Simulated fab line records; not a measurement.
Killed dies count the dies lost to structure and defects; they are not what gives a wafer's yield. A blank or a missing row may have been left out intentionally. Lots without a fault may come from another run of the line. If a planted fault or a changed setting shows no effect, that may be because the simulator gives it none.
The tool behind it: which one? + flow berkeleyCmos170 + Sampling: 14 lots, 42 wafers, 2 of 331 route steps

== WHAT THE GAUGES READ, wafer by wafer ==
UCB170_ACTIVE_THK_MEAS_06. Usual: for ACTIVE_NITRIDE_THK the level is 221.1 nm and the standard deviation is 2.4.
| lot  | measured    | on           | ACTIVE_NITRIDE_THK (nm) | flag |
|------|-------------|--------------|-------------------------|------|
| L693 | day 4 05:32 | filmMetro-02 | 219.1 220.9 219.8       |      |
| L694 | day 4 15:35 | filmMetro-03 | 216.9 218.0 217.8       |      |
| L696 | day 5 06:15 | filmMetro-03 | 222.5 224.1 223.8       |      |
| L697 | day 5 06:15 | filmMetro-01 | 223.9 222.4 222.2       |      |
| L698 | day 5 13:04 | filmMetro-01 | 217.9 218.8 219.1       |      |
| L699 | day 6 00:04 | filmMetro-02 | 221.1 221.2 222.4       |      |
| L703 | day 6 15:32 | filmMetro-01 | 220.0 221.3 222.0       |      |
| L704 | day 6 15:32 | filmMetro-02 | 224.0 222.7 222.3       |      |
| L705 | day 7 03:45 | filmMetro-03 | 218.6 218.9 219.1       |      |
| L706 | day 7 17:14 | filmMetro-02 | 220.5 219.9 220.1       |      |
| L709 | day 7 19:59 | filmMetro-02 | 221.3 224.5 222.5       |      |
| L711 | day 8 09:38 | filmMetro-03 | 220.3 222.7 221.0       |      |
| L712 | day 8 14:28 | filmMetro-03 | 220.5 221.3 220.3       |      |
| L714 | day 8 20:57 | filmMetro-01 | 223.2 224.6 223.8       |      |

UCB170_FIELD_THK_MEAS_90. Usual: for FIELD_OXIDE_LEFT_1_THK the level is 440 nm and the standard deviation is 11.
| lot  | measured    | on           | FIELD_OXIDE_LEFT_1_THK (nm) | flag |
|------|-------------|--------------|-----------------------------|------|
| L693 | day 5 03:13 | filmMetro-04 | 445 446 445                 |      |
| L694 | day 5 09:55 | filmMetro-01 | 435 435 435                 |      |
| L696 | day 5 22:28 | filmMetro-04 | 455 457 459                 |      |
| L697 | day 5 22:28 | filmMetro-03 | 446 450 449                 |      |
| L698 | day 6 05:09 | filmMetro-04 | 418 427 423                 |      |
| L699 | day 6 16:28 | filmMetro-04 | 445 451 447                 |      |
| L703 | day 7 12:45 | filmMetro-04 | 437 433 432                 |      |
| L704 | day 7 12:45 | filmMetro-03 | 425 428 424                 |      |
| L705 | day 7 21:25 | filmMetro-03 | 421 430 425                 |      |
| L706 | day 8 12:50 | filmMetro-01 | 429 427 425                 |      |
| L709 | day 8 12:50 | filmMetro-04 | 441 439 443                 |      |
| L711 | day 9 04:47 | filmMetro-04 | 448 448 442                 |      |
| L712 | day 9 09:37 | filmMetro-01 | 448 447 444                 |      |
| L714 | day 9 18:20 | filmMetro-03 | 433 446 441                 |      |

== WHICH TOOL RAN EACH LOT (tool, then ch and the chambers of the sampled wafers, then the start) ==
Record: no process step prior to these readings.

== AS READ BY THE TOOLS THEMSELVES (means over the sampled wafers that have a number; for cases with no such wafer, the mark the record gives instead) ==
The record holds no such reading with a usual standard deviation.

== THE ANSWER, worked out from the rows above alone ==
Rule: lot off if the mean of its wafers having a number is beyond 3 standard deviations from the usual mean. A lot without any number at a reading at which 4 lots or more have one is off too. Any other lot the step has rows for is counted as sound. The gauges are gone through in route order, then the tools' own readings, and for those a lot's mean is taken as printed above. The first step at which some lot is off is used, and at that step the reading that is off furthest; a lot without a number counts as furthest.
No lot is off on any of the readings shown, so nothing can be concluded from this.

== WHAT WAS PUT IN BY THE SIMULATOR ==
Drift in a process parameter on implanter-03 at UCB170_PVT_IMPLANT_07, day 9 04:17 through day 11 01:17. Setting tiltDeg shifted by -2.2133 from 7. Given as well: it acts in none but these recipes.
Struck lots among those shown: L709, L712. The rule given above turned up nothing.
